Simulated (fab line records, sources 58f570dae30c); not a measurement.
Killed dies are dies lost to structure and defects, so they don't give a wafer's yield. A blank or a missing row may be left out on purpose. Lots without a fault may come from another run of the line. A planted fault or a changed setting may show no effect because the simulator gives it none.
Which tool did it? | flow berkeley_cmos170 | 6 lots, 18 wafers sampled, at 2 steps of a route of 331

WHAT THE GAUGES READ, wafer by wafer
UCB170_PWELL_THK_MEAS_06.
lot  | measured    | on            | PWELL_NITRIDE_THK (nm)
L251 | day 2 22:34 | film_metro-01 | 218.0 220.1 219.4
L253 | day 3 12:07 | film_metro-01 | 221.2 223.8 225.0
L255 | day 3 19:00 | film_metro-03 | 220.0 218.6 220.1
L264 | day 5 17:20 | film_metro-03 | 188.2 188.4 187.9 188.5 188.4 187.5
L267 | day 6 06:48 | film_metro-03 | 219.4 218.2 218.5
L269 | day 6 23:12 | film_metro-03 | 222.0 220.1 219.4

WHICH TOOL RAN EACH LOT (tool, then ch and the chambers of the sampled wafers, then the start)
lot  | UCB170_PWELL_CVD_05
L251 | lpcvd-01 ch 1, day 2 20:38
L253 | lpcvd-01 ch 1, day 3 10:10
L255 | lpcvd-01 ch 0, day 3 17:05
L264 | lpcvd-01 ch 1, day 5 15:24
L267 | lpcvd-02 ch 1, day 6 04:52
L269 | lpcvd-02 ch 1, day 6 21:17
- UCB170_PWELL_CVD_05: deposits Si3N4 from SiH2Cl2/NH3, target thk 220 nm, time 3300 s.

THE ANSWER, worked out from the rows above alone
Rule: what is usual is taken from the lots themselves. Put in order of their means at a reading, lots are off if they are a third of the lots or fewer, leave a main group of 4 or more, and stand apart from it by a gap of 3 or more times the standard deviation of the main group's means; of several such gaps the widest counts. A main group whose means are all the same, to the digits that the tables above print for the reading, isn't used. A lot without any number at a reading at which 4 lots or more have one is off too. The other lots that the step has rows for count as sound.
Off: L264, at UCB170_PWELL_THK_MEAS_06 (PWELL_NITRIDE_THK). The main group: mean 220.3 nm, standard deviation 1.6.
A tool fits if, at a process step before that reading, it ran every lot that is off, and no sound lot after the first of them. The gauges at UCB170_PWELL_THK_MEAS_06 are tried like those tools. One fits: lpcvd-01 at UCB170_PWELL_CVD_05. Its last sound lot is L255 (day 3 17:05), its first lot that is off L264 (day 5 15:24): a fault that began between those two fits.

WHAT THE SIMULATOR HAD PUT IN
Process parameter drift: lpcvd-01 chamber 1, from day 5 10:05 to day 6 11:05, at UCB170_PWELL_CVD_05. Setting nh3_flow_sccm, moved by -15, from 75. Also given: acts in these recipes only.
Lots struck among those shown: L264. The rule above found the same.
